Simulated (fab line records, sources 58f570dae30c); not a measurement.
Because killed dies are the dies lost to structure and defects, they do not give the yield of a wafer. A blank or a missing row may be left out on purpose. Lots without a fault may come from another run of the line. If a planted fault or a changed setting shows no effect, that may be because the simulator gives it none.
Lot-split experiment ; flow berkeley_cmos170 ; 23 wafers read across 5 lots, on a route 331 steps long

== ABOUT THE SPLIT ==
At UCB170_PSD_PEB_04, the setting peb_temp_c was moved away from the recipe's 130 C on 7 of the 23 wafers read, by -2.8% to +1.2%. This setting was run at the recipe's value on the other wafers.

== FROM THE SPLIT ON TO THE READING: in between, the file shows 1 step ==
- UCB170_PSD_DEVELOP_05: develop time 45 s

== THE READING ==
cd_nm, in nm, at UCB170_PSD_CD_MEAS_06 (target cd 1200 nm). On this fab line, fault-free wafers typically give 1199.7 nm with a standard deviation of 1.5 nm.

wafer;tool, chamber at the split;peb_temp_c as run, C;against the recipe;cd_nm, nm;against lot-mates on the recipe
L074.1;litho_track-04, 0;130;recipe;1199.3;-
L074.2;litho_track-04, 0;130;recipe;1198.2;-
L074.5;litho_track-04, 0;130;recipe;1200.8;-
L078.1;litho_track-03, 0;126.9;-2.4%;1176.5;-23.1
L078.3;litho_track-03, 0;126.9;-2.4%;1176.2;-23.4
L078.4;litho_track-03, 0;130;recipe;1200.1;-
L078.5;litho_track-03, 0;126.9;-2.4%;1175.9;-23.7
L078.6;litho_track-03, 0;130;recipe;1199.1;-
L080.2;litho_track-04, 0;130;recipe;1199.7;-
L080.3;litho_track-04, 0;126.3;-2.8%;1172.2;-28.6
L080.4;litho_track-04, 0;130;recipe;1201.0;-
L080.5;litho_track-04, 0;126.3;-2.8%;1171.7;-29.1
L080.6;litho_track-04, 0;130;recipe;1201.6;-
L081.1;litho_track-04, 0;130;recipe;1199.9;-
L081.2;litho_track-04, 0;130;recipe;1198.4;-
L081.3;litho_track-04, 0;130;recipe;1199.4;-
L081.5;litho_track-04, 0;130;recipe;1198.7;-
L081.6;litho_track-04, 0;130;recipe;1198.1;-
L084.2;litho_track-04, 0;130;recipe;1199.6;-
L084.3;litho_track-04, 0;131.5;+1.2%;1208.9;+9.8
L084.4;litho_track-04, 0;130;recipe;1198.6;-
L084.5;litho_track-04, 0;130;recipe;1199.2;-
L084.6;litho_track-04, 0;131.5;+1.2%;1210.1;+11.0

THE FIT
A straight line over all 23 wafers: cd_nm changes by +9.59 nm for each +1% of peb_temp_c; r = +1.00; the points scatter about the line by 0.94 nm.
The same after taking each lot's own level away (the mean of its wafers on the recipe; 23 wafers): +9.85 nm for each +1%; r = +1.00; scatter 0.76 nm.
On that fit, the largest move of peb_temp_c shifts the reading by 28 nm.
The span of the lots' own levels, 1198.90 to 1200.77 nm, comes to 1.2 times the standard deviation stated above.
Consequently the slope shifts little with the lot-to-lot level, the two slopes agreeing.
Check: with one of the wafers moved furthest among these (-2.8%) left out of the fit, the line predicts -28.1 nm for it against its lot-mates. It came out at -28.6 nm against them.

== OTHER SPLITS APPLIED TO THESE WAFERS ==
Before the reading, these wafers also passed through other splits. Each is held against what the fit with the lots' levels taken away leaves over:
other split on the same wafers;wafers away from the commonest value;r with cd_nm (lot level and that fit taken away)
UCB170_START_OXIDATION_02 temp_c;5;+0.14
UCB170_NWELL_ETCH_13 time_s;8;-0.13
UCB170_PWELL_OXIDATION_02 temp_c;15;+0.14
UCB170_PWELL_IMPLANT_15 energy_kev;11;+0.07
UCB170_ACTIVE_EXPOSE_10 dose_mj;8;+0.00
UCB170_PVT_COAT_01 spin_rpm;9;+0.02
UCB170_PVT_IMPLANT_07 dose_cm2;3;-0.14

== THE FILE'S OWN FIT ==
cd_nm changes by +9.91 nm for each +1% of peb_temp_c, r = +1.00.
